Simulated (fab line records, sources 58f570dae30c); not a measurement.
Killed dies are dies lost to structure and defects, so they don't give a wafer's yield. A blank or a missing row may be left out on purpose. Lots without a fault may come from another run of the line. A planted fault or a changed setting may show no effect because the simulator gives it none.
fab line records | flow berkeley_cmos170
record lots=13 wafers=39 last_day=13
route steps=331 shown ZERO@12 PWELL@47 ACTIVE@68
lots that met no fault: from a run of the same line without faults
start_h: hours from the record's first day to the start of the lot's first wafer shown | wait_h: hours since the lot's step before | " the same as in the row above | L1.1+2: a row that stands for several wafers | - no value, or no start given | * or withheld: withheld | < > ~ a bound
route shown NAME@n: a module of which the file shows steps, and the number in the route of the first | usual: mean/standard deviation of fault-free wafers | same: alike in all rows | chamber/n: place in a boat | sites: the reading at each site | _std_site: their standard deviation | _edge_site: outer sites' mean less inner sites' | radius_mm: how far each site lies from the wafer's centre | mask NAME#n: copy n | behind: the tool/chamber that last shaped the wafer | hold: why the lot was held/for how many hours/how that ended | device: the transistor (n, p or np) that didn't switch | end of line: the same wafers' tests at the end of the route | a step without rows: its recipe alone | killed: dies lost to structure and defects at the first sort, not the wafer's yield | map: a wafer's dies, x killed, . not, _ none there
set.NAME: the setting as run; set.NAME@STEP: as run at that earlier step | model.NAME: the simulator's own value behind a step, which no gauge read
steps of the route over a sample of lots; a table a step, a row a wafer
services: from which hour (start_h, from the record's first day; less than 0 if before it) a tool's chamber was out of use, for how many hours, and why
## steps
# step UCB170_ZERO_ETCH_06
# recipe chemistry=CHF3/CF4/Ar target=SiO2 time_s=12 pressure_mtorr=100 rf_w=500 CHF3_flow_sccm=50 cf4_flow_sccm=10 Ar_flow_sccm=120 over_etch_frac=1.58
# usual drypump_motor_current_A=5.5/0.51 oes_product_au=0.619/0.011 throttle_valve_pct=9.23/0.13
# same time_s=12
# columns lot.wafer tool chamber start_h wait_h drypump_motor_current_A oes_product_au rf_hours_counter_h throttle_valve_pct
L595.1 rie_diel-04 2 32.45 - 5.0 0.623 42 9.14
L595.4 " 3 " " 5.1 0.621 34 9.21
L595.5 " 1 " " 5.5 0.612 - 9.33
L596.1 rie_diel-03 0 39.31 - 6.0 0.624 49 9.26
L596.3 " 3 " " 6.5 0.624 39 9.25
L596.4 " 1 " " 5.2 0.630 70 9.16
L597.3 rie_diel-04 1 45.65 - 5.5 0.617 11 9.35
L597.4 " 2 " " 5.0 0.615 43 9.11
L597.6 " 1 " " 5.5 0.605 - 9.33
L606.1 rie_diel-04 0 87.66 - 5.7 0.610 158 9.18
L606.4 " 1 " " 5.5 0.612 13 9.34
L606.6 " 0 " " 5.7 0.615 - 9.17
L607.1 rie_diel-03 0 94.18 - 6.0 0.618 52 9.25
L607.2 " 2 " " 5.4 0.638 140 9.49
L607.6 " 2 " " 5.3 0.636 - 9.49
L609.3 rie_diel-04 0 105.32 - 5.7 0.622 159 9.18
L609.4 " 1 " " 5.5 0.606 14 9.32
L609.6 " 2 " " 5.1 0.622 - 9.12
L610.2 rie_diel-01 1 110.88 - 6.4 0.605 20 9.00
L610.3 " 2 " " 4.7 0.616 74 9.29
L610.5 " 2 " " 4.7 0.613 - 9.29
L611.2 rie_diel-04 1 111.74 - 5.5 0.609 15 9.33
L611.3 " 0 " " 5.7 0.624 159 9.17
L611.5 " 0 " " 5.7 0.624 - 9.17
L612.1 rie_diel-03 0 118.04 - 6.0 0.623 54 9.25
L612.3 " 2 " " 5.3 0.642 142 9.50
L612.4 " 3 " " 6.5 0.612 44 9.26
L613.1 rie_diel-01 3 118.25 - 5.7 0.611 123 9.35
L613.2 " 2 " " 4.7 0.608 74 9.31
L613.5 " 0 " " 5.4 0.645 - 9.12
L614.1 rie_diel-03 2 128.21 - 5.3 0.637 142 9.52
L614.3 " 3 " " 6.5 0.609 44 9.26
L614.5 " 2 " " 5.3 0.641 - 9.50
L615.2 rie_diel-04 2 137.15 - 5.1 0.624 48 9.12
L615.3 " 1 " " 5.5 0.616 16 9.34
L615.6 " 3 " " 5.1 0.626 - 9.23
L616.2 rie_diel-03 3 137.35 - 6.5 0.612 44 9.25
L616.4 " 0 " " 6.0 0.623 55 9.25
L616.6 " 0 " " 6.0 0.625 - 9.26
# step UCB170_PWELL_OVL_MEAS_13
# usual PWELL_OVL=0/5.8
# columns lot.wafer tool chamber start_h wait_h PWELL_OVL[nm]
L595.1 overlay-01 - 66.23 - -2
L595.4 " - " " 5
L595.5 " - " " -4
L596.1 overlay-02 - 73.33 - 7
L596.3 " - " " 1
L596.4 " - " " 2
L597.3 overlay-02 - 79.69 - 6
L597.4 " - " " 2
L597.6 " - " " 0
L606.1 overlay-01 - 119.55 - 8
L606.4 " - " " -2
L606.6 " - " " -1
L607.1 overlay-02 - 133.44 - 9
L607.2 " - " " 12
L607.6 " - " " 7
L609.3 overlay-01 - 133.52 - 4
L609.4 " - " " 1
L609.6 " - " " -1
L610.2 overlay-02 - 148.13 - -4
L610.3 " - " " 5
L610.5 " - " " 5
L611.2 overlay-02 - 148.25 - -4
L611.3 " - " " -2
L611.5 " - " " -6
L612.1 overlay-01 - 160.20 - 0
L612.3 " - " " -10
L612.4 " - " " 2
L613.1 overlay-02 - 160.47 - 0
L613.2 " - " " 6
L613.5 " - " " 2
L614.1 overlay-02 - 173.68 - -2
L614.3 " - " " -11
L614.5 " - " " -5
L616.2 overlay-01 - 173.69 - -9
L616.4 " - " " -6
L616.6 " - " " -3
L615.2 overlay-01 - 173.80 - 2
L615.3 " - " " 1
L615.6 " - " " 1
# step UCB170_PWELL_STRIP_16
# recipe chemistry=O2 power_w=400 pressure_mtorr=3500 platen_temp_c=withheld o2_flow_sccm=400 overash_fraction=0.5
# usual drypump_motor_current_A=5.6/0.49 oes_product_au=0.721/0.0044 strip_time_to_endpoint_s=18.03/0.083
# columns lot.wafer tool chamber start_h wait_h drypump_motor_current_A oes_product_au rf_hours_counter_h strip_time_to_endpoint_s
L595.1 plasma_asher-04 1 66.52 0.1 5.0 0.719 32 17.93
L595.4 " 0 " " 6.1 0.716 - 18.07
L595.5 " 0 " " 6.0 0.724 - 18.05
L596.1 plasma_asher-02 0 73.62 0.1 5.9 0.729 35 18.10
L596.3 " 0 " " 5.9 0.723 - 17.88
L596.4 " 1 " " 5.8 0.720 - 18.07
L597.3 plasma_asher-03 0 80.00 0.1 5.9 0.723 - 18.06
L597.4 " 1 " " 4.8 0.726 - 17.84
L597.6 " 1 " " 4.9 0.721 - 17.91
L606.1 plasma_asher-04 0 119.83 0.1 6.1 0.712 39 18.13
L606.4 " 1 " " 5.0 0.720 - 18.00
L606.6 " 1 " " 5.0 0.723 - 18.11
L607.1 plasma_asher-03 0 133.73 0.1 6.0 0.727 32 18.11
L607.2 " 1 " " 4.9 0.722 32 18.14
L607.6 " 1 " " 4.9 0.719 - 18.10
L609.3 plasma_asher-04 1 133.83 0.1 5.0 0.721 - 18.00
L609.4 " 0 " " 6.0 0.724 - 18.00
L609.6 " 1 " " 5.0 0.719 - 17.99
L610.2 plasma_asher-03 1 148.41 0.1 4.8 0.720 34 17.95
L610.3 " 0 " " 6.0 0.730 - 18.04
L610.5 " 1 " " 4.9 0.722 - 18.03
L611.2 plasma_asher-02 0 148.53 0.1 5.9 0.724 3 18.05
L611.3 " 0 " " 5.9 0.722 - 18.08
L611.5 " 1 " " 5.8 0.718 - 18.04
L612.1 plasma_asher-02 0 160.48 0.1 5.9 0.714 5 18.07
L612.3 " 1 " " 5.7 0.723 - 18.06
L612.4 " 0 " " 5.9 0.715 - 18.01
L613.1 plasma_asher-03 0 160.76 0.1 6.0 0.722 35 17.88
L613.2 " 1 " " 4.9 0.723 35 18.02
L613.5 " 0 " " 6.0 0.725 - 18.04
L614.1 plasma_asher-02 1 173.97 0.1 5.7 0.722 6 18.04
L614.3 " 1 " " 5.7 0.724 - 18.02
L614.5 " 0 " " 5.9 0.722 - 17.96
L616.2 plasma_asher-03 1 173.97 0.1 4.8 0.726 37 18.03
L616.4 " 0 " " 6.0 0.722 - 17.94
L616.6 " 1 " " 4.9 0.714 - 17.96
L615.2 plasma_asher-04 0 174.08 0.1 6.1 0.718 44 17.95
L615.3 " 1 " " 5.0 0.728 - 18.04
L615.6 " 0 " " 6.0 0.726 - 17.90
# step UCB170_ACTIVE_COAT_08
# recipe resist=KrF spin_rpm=1500 resist_thk_nm=900
# columns lot.wafer tool chamber start_h wait_h
L595.1+4+5 litho_track-01 0 101.22 0.1
L596.1+3+4 litho_track-01 0 106.50 0.1
L597.3+4+6 litho_track-01 0 113.31 0.1
L606.1+4+6 litho_track-04 0 155.24 0.1
L607.1+2+6 litho_track-03 0 181.58 0.1
L609.3+4+6 litho_track-04 0 181.63 0.1
L610.2+3+5 litho_track-01 0 196.09 0.1
L613.1+2+5 litho_track-03 0 196.41 0.1
L611.2+3+5 litho_track-04 0 196.43 0.1
L612.1+3+4 litho_track-01 0 196.52 0.1
L615.2+3+6 litho_track-03 0 203.42 0.1
L614.1+3+5 litho_track-04 0 203.81 0.1
L616.2+4+6 litho_track-01 0 203.84 0.1
# step UCB170_ACTIVE_CD_MEAS_13
# recipe target_cd_nm=1200
# usual cd_nm=1200.1/1.4
# columns lot.wafer tool chamber start_h wait_h cd_nm
L595.1 cd_sem-01 - 102.01 - 1202.2
L595.4 " - " " 1201.2
L595.5 " - " " 1200.8
L596.1 cd_sem-02 - 107.31 - 1198.0
L596.3 " - " " 1198.6
L596.4 " - " " 1197.2
L597.3 cd_sem-01 - 114.17 - 1194.7
L597.4 " - " " 1194.8
L597.6 " - " " 1195.5
L606.1 cd_sem-02 - 156.06 - 1199.0
L606.4 " - " " 1200.4
L606.6 " - " " 1200.8
L607.1 cd_sem-02 - 182.76 - 1198.1
L607.2 " - " " 1198.7
L607.6 " - " " 1198.5
L609.3 cd_sem-01 - 182.83 - 1199.2
L609.4 " - " " 1200.3
L609.6 " - " " 1199.3
L610.2 cd_sem-01 - 197.36 - 1201.9
L610.3 " - " " 1200.6
L610.5 " - " " 1199.9
L611.2 cd_sem-01 - 197.48 - 1201.3
L611.3 " - " " 1200.7
L611.5 " - " " 1200.1
L613.1 cd_sem-01 - 197.94 - 1199.7
L613.2 " - " " 1201.3
L613.5 " - " " 1199.5
L612.1 cd_sem-01 - 198.30 - 1200.2
L612.3 " - " " 1200.2
L612.4 " - " " 1200.8
L615.2 cd_sem-01 - 204.44 - 1198.0
L615.3 " - " " 1198.4
L615.6 " - " " 1197.7
L614.1 cd_sem-02 - 204.69 - 1197.8
L614.3 " - " " 1198.6
L614.5 " - " " 1198.4
L616.2 cd_sem-01 - 204.96 - 1200.8
L616.4 " - " " 1200.7
L616.6 " - " " 1200.0
# step UCB170_ACTIVE_STRIP_16
# recipe chemistry=O2 power_w=400 pressure_mtorr=3500 platen_temp_c=withheld o2_flow_sccm=400 overash_fraction=0.5
# usual drypump_motor_current_A=5.5/0.43 oes_product_au=0.721/0.0049 strip_time_to_endpoint_s=18.08/0.12
# columns lot.wafer tool chamber start_h wait_h drypump_motor_current_A oes_product_au rf_hours_counter_h strip_time_to_endpoint_s
L595.1 plasma_asher-03 0 102.27 0.1 6.0 0.717 28 18.01
L595.4 " 1 " " 4.8 0.718 - 17.91
L595.5 " 0 " " 5.9 0.715 - 18.03
L596.1 plasma_asher-03 0 107.57 0.1 5.9 0.721 29 18.12
L596.3 " 0 " " 6.0 0.715 - 18.11
L596.4 " 1 " " 4.9 0.730 - 18.00
L597.3 plasma_asher-01 1 114.42 0.1 5.7 0.714 - 16.27
L597.4 " 0 " " 5.4 0.720 - 16.16
L597.6 " 1 " " 5.8 0.720 - 16.09
L606.1 plasma_asher-04 1 156.32 0.1 5.0 0.724 43 17.88
L606.4 " 1 " " 5.0 0.720 - 17.76
L606.6 " 1 " " 5.0 0.733 - 17.93
L607.1 plasma_asher-04 0 183.02 0.1 6.0 0.713 45 17.97
L607.2 " 1 " " 5.0 0.723 45 18.22
L607.6 " 1 " " 5.0 0.711 - 18.22
L609.3 plasma_asher-03 1 183.08 0.1 4.8 0.728 - 17.98
L609.4 " 0 " " 6.0 0.726 - 18.00
L609.6 " 1 " " 4.8 0.721 - 17.94
L610.2 plasma_asher-01 1 197.60 0.1 5.7 0.716 46 18.08
L610.3 " 1 " " 5.7 0.712 - 18.21
L610.5 " 0 " " 5.4 0.717 - 18.20
L611.2 plasma_asher-03 0 197.72 0.1 5.9 0.723 38 18.22
L611.3 " 1 " " 4.8 0.718 - 18.14
L611.5 " 0 " " 5.9 0.725 - 18.18
L613.1 plasma_asher-01 0 198.20 0.1 5.4 0.724 46 18.11
L613.2 " 1 " " 5.7 0.724 46 18.00
L613.5 " 1 " " 5.7 0.731 - 18.23
L612.1 plasma_asher-04 0 198.56 0.1 6.0 0.723 46 18.17
L612.3 " 1 " " 5.0 0.725 - 18.17
L612.4 " 0 " " 6.0 0.723 - 18.02
L615.2 plasma_asher-01 0 204.68 0.1 5.4 0.711 47 18.03
L615.3 " 0 " " 5.4 0.724 - 17.94
L615.6 " 0 " " 5.4 0.721 - 17.97
L614.1 plasma_asher-03 0 204.95 0.1 6.0 0.714 39 18.03
L614.3 " 1 " " 4.9 0.722 - 18.00
L614.5 " 1 " " 4.9 0.715 - 18.07
L616.2 plasma_asher-01 1 205.19 0.1 5.8 0.720 47 18.07
L616.4 " 1 " " 5.7 0.718 - 18.14
L616.6 " 0 " " 5.4 0.718 - 18.10
## services
# columns tool chamber start_h hours kind
plasma_asher-03 - 15.94 2.8 pm
rie_diel-04 0 20.72 8.7 repair
plasma_asher-02 - 40.36 0.4 repair
rie_diel-03 3 47.59 7.6 repair
rie_diel-03 2 48.38 2.2 repair
plasma_asher-03 - 72.94 0.7 repair
plasma_asher-02 - 108.75 9.0 pm
plasma_asher-02 0 108.75 9.0 vent_cycle
plasma_asher-02 1 108.75 9.0 vent_cycle
plasma_asher-02 0 117.75 - clean
plasma_asher-02 1 117.75 - clean
rie_diel-04 0 124.48 - clean
rie_diel-04 0 124.48 21.4 scheduled_down
rie_diel-04 0 124.48 21.4 vent_cycle
rie_diel-01 0 134.80 3.4 repair
rie_diel-03 2 140.31 9.4 repair
rie_diel-04 2 143.10 2.1 repair
## key
first_sign step=UCB170_ACTIVE_CD_MEAS_13 reading=cd_nm direction=down sigmas=3.7 usual=1200.1 struck=1195.0
effect step=UCB170_ACTIVE_STRIP_16 reading=strip_time_to_endpoint_s direction=down sigmas=16 usual=* struck=*
met_at UCB170_ACTIVE_COAT_08
struck_lots L597
tester_left_out L597
not_acting_at UCB170_ZERO_ETCH_06,UCB170_PWELL_OVL_MEAS_13,UCB170_PWELL_STRIP_16
onset_between 106.50 113.31
fault kind=process_parameter_drift tool=litho_track-01 chamber=- onset_h=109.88 steps=UCB170_ACTIVE_COAT_08 channel=resist_thk_nm offset=* shape=step end_h=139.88 acts_in=* stated=*
# tester_left_out: of these lots the tester's yield and bins aren't shown, on N5 and GAA mostly nor the transistor test; their killed dies are dies lost to structure and defects alone, not to doping, threshold or leakage, so they don't give the yield
